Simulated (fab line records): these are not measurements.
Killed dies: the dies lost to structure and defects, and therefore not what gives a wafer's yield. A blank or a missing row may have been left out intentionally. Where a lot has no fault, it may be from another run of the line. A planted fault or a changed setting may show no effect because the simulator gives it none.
A lot that was struck, set against a sound lot | flow rit_cmos | 18 out of 202 route steps
Sound: wafers L178.3, L178.4, L178.5. The struck wafers were L188.1, L188.3, L188.4. The cause comes at the end.
Order at every step that has rows: each side's tool, ch and its chambers, its first start. Under that, the readings that differ: sound wafers | struck wafers | difference of the means | sigmas: that difference in standard deviations of wafers without a fault.
alike: words and numbers the same on both sides, and readings whose means are apart by under 2 such deviations; not compared: readings that were withheld, readings missing a value for some wafer, numbers with overlapping values and no deviation given by the record, and bounds like >300 which may hide the same value.
Wherever a step has rows on one side only, a row that says differs or no value, or a row with sigmas, the two part there. Non-overlapping numbers with no deviation appear without sigmas and do not part them. A reading that every wafer of one side lacks parts them only if that side has two wafers or more.

first, 1 step without rows for these wafers: RIT_PWELL_DEVELOP_05 (develop time 68 s).
RIT_PWELL_OVL_MEAS_06:
  sound on overlay-01, day 2 12:57; struck on overlay-02, day 4 16:18
  alike: PWELL_OVL
then, 2 steps without rows for these wafers: RIT_PWELL_HARDBAKE_07 (time 120 s); RIT_PWELL_IMPLANT_08.
RIT_PWELL_STRIP_09: strips in O2, time 180 s.
  sound on plasma_asher-04 ch 0,1, day 2 13:26; struck on plasma_asher-02 ch 0,1, day 4 16:44
  alike: drypump_motor_current_A
  not compared: rf_hours_counter_h
RIT_PWELL_TW_MEAS_10:
  sound on film_metro-04, day 2 13:34; struck on film_metro-02, day 4 16:55
  alike: PWELL_TW
then, 1 step without rows for these wafers: RIT_WELLDRIVE_ANNEAL_00 (time 14700 s).
RIT_WELLDRIVE_RS_MEAS_01: uses a four-point probe to measure.
  sound on film_metro-04, day 2 19:00; struck on film_metro-02, day 4 22:07
  alike: NWELL_RS
RIT_WELLDRIVE_RS_MEAS_02: uses a four-point probe to measure.
  sound on film_metro-04, day 2 19:07; struck on film_metro-02, day 4 22:14
  alike: PWELL_RS
then, 3 steps without rows for these wafers: RIT_NRETRO_HMDS_00 (prime time 60 s); RIT_NRETRO_COAT_01 (resist thk 1300 nm); RIT_NRETRO_SOFTBAKE_02 (time 60 s).
RIT_NRETRO_EXPOSE_03: exposes mask M4, target cd 43900 nm.
  sound on iline_stepper-02 ch 0, day 2 19:49; struck on iline_stepper-02 ch 0, day 4 22:48
  reading                        | sound                | struck               | difference | sigmas
  exposure_dose_mJ_cm2           | 250.37 250.18 250.46 | 249.60 249.41 249.76 | -0.75      | -3
  model.NRETRO.overlay_x_nm (nm) | 0.2732 0.2732 0.2732 | -298.3 -298.3 -298.3 | -298.6     |
  alike: mask
then, 2 steps without rows for these wafers: RIT_NRETRO_PEB_04; RIT_NRETRO_DEVELOP_05 (develop time 68 s).
RIT_NRETRO_OVL_MEAS_06:
  sound on overlay-01, day 2 20:13; struck on overlay-01, day 4 23:14
  reading         | sound         | struck               | difference | sigmas
  NRETRO_OVL (nm) | 0.8 -0.9 -0.2 | -296.2 -298.0 -296.0 | -296.6     | -99 or more
then, 1 step without rows for these wafers: RIT_NRETRO_HARDBAKE_07 (time 120 s).
RIT_M1_PROBE_99:
  sound on prober-01, day 4 01:23; struck on prober-01, day 6 03:35
  reading                                    | sound                | struck               | difference | sigmas
  model.etest.retro_edge_nmos.off_log10_a_um | -9.492 -9.992 -9.892 | -7.819 -7.939 -7.808 | +1.937     |
  model.etest.retro_edge_pmos.off_log10_a_um | -9.871 -9.943 -9.936 | -7.696 -7.959 -7.708 | +2.129     |
  alike: killed_at_front_end, killed_dies, killed_open, killed_short
  not compared: model.etest.well_edge_right.line_ohm_um

## WHERE THEY PART
Earliest at RIT_NRETRO_EXPOSE_03; latest, in this record, at RIT_NRETRO_OVL_MEAS_06. Later steps at which nothing parts them and some readings are alike: RIT_M1_PROBE_99.

WHY: what had been put in by the simulator
Scanner matching overlay: iline_stepper-02, from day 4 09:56 on, at RIT_NRETRO_EXPOSE_03. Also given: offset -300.
